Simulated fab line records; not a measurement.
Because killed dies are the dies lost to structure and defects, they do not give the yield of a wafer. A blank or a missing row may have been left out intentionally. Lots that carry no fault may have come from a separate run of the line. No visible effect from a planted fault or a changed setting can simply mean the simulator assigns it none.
Comparing a struck lot with a sound one || flow ritCmos || 43 out of 202 route steps
Sound: these wafers, L664.1, L664.4, L664.6. The struck wafers were L657.1, L657.3, L657.6. The cause comes at the end.
At each step with rows: each side's tool, then ch and its chambers, then its first start. Under that, the readings that differ: sound wafers || struck wafers || difference of the means || sigmas: that difference in standard deviations of wafers without a fault.
alike: readings whose means differ by less than 2 such deviations, and words and numbers that are the same on both sides. not compared: withheld readings, readings that some wafer has no value for, bounds like >300 that may hide the same value, and numbers for which the record gives no deviation and whose values overlap.
A row with sigmas, a row that says differs or no value, or rows on one side alone: a step with any of these is where the two part. Numbers that don't overlap but have no deviation are shown without sigmas and don't part them. A reading missing from all wafers of one side parts the sides only when that side holds two or more wafers.

first, 3 steps without rows for these wafers: RIT_GATE_EXPOSE_13 (exposes mask M6, target cd 150 nm); RIT_GATE_PEB_14; RIT_GATE_DEVELOP_15 (develop time 50 s).
RIT_GATE_CD_MEAS_16 targets a cd of 150 nm.
  sound on cdSem-02, day 5 07:04; struck on cdSem-02, day 4 00:38
  alike: cdNm
RIT_GATE_OVL_MEAS_17:
  sound on overlay-02, day 5 07:11; struck on overlay-01, day 4 00:46
  alike: GATE_OVL
then, 1 step without rows for these wafers: RIT_GATE_HARDBAKE_18 (time 60 s).
RIT_GATE_ETCH_19: etches poly-Si in SF6/CHF3/O2, stops on SiO2, time 165 s, target depth 312.5 nm.
  sound on rieSi-01 ch 0,3, day 5 07:22; struck on rieSi-02 ch 1,2,3, day 4 00:56
  alike: drypumpMotorCurrentA, oesProductAu, throttleValvePct
  not compared: rfHoursCounterH
RIT_GATE_STRIP_20: strips in O2, time 180 s.
  sound on plasmaAsher-01 ch 0,1, day 5 07:29; struck on plasmaAsher-02 ch 0,1, day 4 01:03
  alike: drypumpMotorCurrentA, o2FlowSccm
  not compared: rfHoursCounterH
RIT_GATE_CD_MEAS_90 targets a cd of 150 nm.
  sound on cdSem-01, day 5 07:39; struck on cdSem-01, day 4 01:13
  alike: cdNm
then, 3 steps without rows for these wafers: RIT_REOX_CLEAN_00 (cleans in SC1, time 600 s); RIT_REOX_CLEAN_01 (cleans in dHF, time 30 s); RIT_REOX_CLEAN_02 (cleans in SC2, time 583.4 s).
RIT_REOX_OXIDATION_03: target thk 25.2 nm, ox time 5580 s.
  sound on furnace-01 ch 0, day 5 09:12; struck on furnace-04 ch 0, day 4 01:46
RIT_REOX_THK_MEAS_04:
  sound on filmMetro-03, day 5 11:45; struck on filmMetro-01, day 4 04:19
  alike: REOX_OXIDE_THK
then, 6 steps without rows for these wafers: RIT_NLDD_HMDS_00 (prime time 60 s); RIT_NLDD_COAT_01 (resist thk 1000 nm); RIT_NLDD_SOFTBAKE_02 (time 60 s); RIT_NLDD_EXPOSE_03 (exposes mask M7, target cd 40700 nm); RIT_NLDD_PEB_04; RIT_NLDD_DEVELOP_05 (develop time 50 s).
RIT_NLDD_OVL_MEAS_06:
  sound on overlay-02, day 5 12:40; struck on overlay-01, day 4 05:13
  alike: NLDD_OVL
then, 2 steps without rows for these wafers: RIT_NLDD_HARDBAKE_07 (time 60 s); RIT_NLDD_IMPLANT_08.
RIT_NLDD_STRIP_09: strips in O2, time 180 s.
  sound on plasmaAsher-01 ch 0, day 5 13:01; struck on plasmaAsher-03 ch 0,1, day 4 05:34
  alike: drypumpMotorCurrentA, o2FlowSccm
  not compared: rfHoursCounterH
RIT_NLDD_TW_MEAS_10:
  sound on filmMetro-02, day 5 13:11; struck on filmMetro-03, day 4 05:44
  alike: NLDD_TW
then, 6 steps without rows for these wafers: RIT_PLDD_HMDS_00 (prime time 60 s); RIT_PLDD_COAT_01 (resist thk 1000 nm); RIT_PLDD_SOFTBAKE_02 (time 60 s); RIT_PLDD_EXPOSE_03 (exposes mask M8, target cd 40900 nm); RIT_PLDD_PEB_04; RIT_PLDD_DEVELOP_05 (develop time 50 s).
RIT_PLDD_OVL_MEAS_06:
  sound on overlay-02, day 5 14:05; struck on overlay-01, day 4 06:38
  alike: PLDD_OVL
then, 2 steps without rows for these wafers: RIT_PLDD_HARDBAKE_07 (time 60 s); RIT_PLDD_IMPLANT_08.
RIT_PLDD_STRIP_09: strips in O2, time 180 s.
  sound on plasmaAsher-04 ch 0,1, day 5 14:40; struck on plasmaAsher-04 ch 1, day 4 06:59
  alike: drypumpMotorCurrentA, o2FlowSccm
  not compared: rfHoursCounterH
RIT_PLDD_TW_MEAS_10:
  sound on filmMetro-02, day 5 14:51; struck on filmMetro-03, day 4 07:09
  alike: PLDD_TW
then, 4 steps without rows for these wafers: RIT_SPACER_CLEAN_00 (cleans in SC1, time 623.6 s); RIT_SPACER_CLEAN_01 (cleans in dHF, time 30 s); RIT_SPACER_CLEAN_02 (cleans in SC2, time 600 s); RIT_SPACER_CVD_03 (deposits Si3N4 from SiH2Cl2/NH3, target thk 250 nm, time 3300 s).
RIT_SPACER_THK_MEAS_04:
  sound on filmMetro-03, day 5 17:13; struck on filmMetro-03, day 4 09:29
  alike: SPACER_NITRIDE_THK
RIT_SPACER_ETCHBACK_05: etches Si3N4 in SF6/CHF3, stops on SiO2, target depth 250 nm, time 240 s.
  sound on rieDiel-02 ch 0,1,3, day 5 17:16; struck on rieDiel-01 ch 0,1, day 4 09:33
  alike: drypumpMotorCurrentA, oesProductAu, throttleValvePct
  not compared: rfHoursCounterH
RIT_M1_PROBE_99:
  sound on prober-01, day 6 04:43; struck on prober-01, day 4 20:41
{"reading": "killedAtFrontEnd", "sound": "4 4 6", "struck": "58 59 55", "difference": "+53", "sigmas": "+20"}
{"reading": "killedDies", "sound": "4 4 6", "struck": "58 59 55", "difference": "+53", "sigmas": "+20"}
{"reading": "killedOnRim", "sound": "1 1 0", "struck": "18 10 10", "difference": "+12", "sigmas": "+9"}
  alike: killedOpen, killedShort

## WHERE THEY PART
Within this record, at RIT_M1_PROBE_99 only.

WHY: whatever the simulator had introduced
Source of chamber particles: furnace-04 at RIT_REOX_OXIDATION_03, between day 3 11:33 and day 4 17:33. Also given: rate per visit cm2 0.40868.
